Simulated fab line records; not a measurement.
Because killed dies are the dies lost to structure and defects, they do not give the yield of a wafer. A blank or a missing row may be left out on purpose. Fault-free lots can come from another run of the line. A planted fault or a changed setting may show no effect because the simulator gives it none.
Code-filled problem report in 8D (eight disciplines) form | flow rit-cmos | the parts of the form that need people (team, actions taken, sign-off) are left out

## 1. THE ISSUE
REOX_OXIDE_THK at RIT_REOX_THK_MEAS_04 reads a mean of 32.5 nm on 6 wafers of 2 lots; wafers without a fault read 25.1 nm with a standard deviation of 0.4. That puts it +18 standard deviations away from the usual mean.
First observed at day 6 00:41: wafer L998.1, on film-metro-01. At this step, 42 wafers from 14 lots have a number in the record. Rule for "out" (also "out of limits"): further than 4 standard deviations from the usual mean. The other wafers with a number count as sound.

## 2. WHAT IT IS, WHAT IT ISN'T
question                    | is                     | is not
which readings at this step | REOX_OXIDE_THK         | -
which lots                  | L998, L999             | L100, L101, L105, L983, L984, L985, L986, L987, L991, L992, L993, L995
which wafers of those lots  | all that have a number | -
read on which gauges        | film-metro-01          | film-metro-02, film-metro-03
when                        | from day 6 00:41       | up to then (27 sound wafers); but 9 sound wafers of L100, L101, L105 came after

## 3. THE SUSPECTS, EACH WITH WHAT RULES IT OUT
Counting: a tool stays on the suspect list if, at a process step up to the reading, it processed all lots that are out and no sound lot following the first of them.
- the gauge at RIT_REOX_THK_MEAS_04: kept. All the wafers that are out were read on film-metro-01, and no step on other tools shows them out.
- furnace-02 at RIT_REOX_OXIDATION_03 (target thk 25.2 nm, ox time 5580 s): kept. It processed each lot that is out, first L998 at day 5 22:08, and no sound lot thereafter; up to then, the last sound lot it processed was L995 at day 5 07:05.
Remaining after the count are furnace-02 at RIT_REOX_OXIDATION_03 and film-metro-01 at RIT_REOX_THK_MEAS_04.

## 4. THE CAUSE (what the simulator had put in)
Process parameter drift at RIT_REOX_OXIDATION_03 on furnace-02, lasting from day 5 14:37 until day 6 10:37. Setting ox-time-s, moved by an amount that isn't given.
This tool is one of the 2 suspects left after counting.

## 5. THE EFFECT CHAIN, in route order
Each row: a reading where the mean over the struck wafers with a number is more than 3 standard deviations away from the usual. Readings are gone through only where the record gives a usual standard deviation; hours: the median, over the lots, of the time from a lot's start at the first step in this table giving one to that lot's start at this step; sigmas: the change measured in usual standard deviations.
hours | step                 | reading        | usual   | on struck wafers | change | sigmas
0     | RIT_REOX_THK_MEAS_04 | REOX_OXIDE_THK | 25.1 nm | 32.5             | +7.4   | +18
Later steps that measure or inspect, where all struck wafers having a row at the step show a number for every such reading and not one has moved that far: RIT_SILICIDE_RS_MEAS_02.

## 6. WHAT WOULD HAVE CAUGHT IT SOONER
Counted from the fault's start at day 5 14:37, it took 10 hours until the first out-of-limits reading at a measuring or inspecting step in this record, taken at day 6 00:41.
Of the tool readings at RIT_REOX_OXIDATION_03 for which the record gives a usual standard deviation, none was out on any struck wafer, so an alarm limit of 4 standard deviations on them would not have fired.
Among the 2 lots that are out, L999 began RIT_REOX_OXIDATION_03 on furnace-02 after day 6 00:41. It would have been spared by a hold on the tool at that moment.
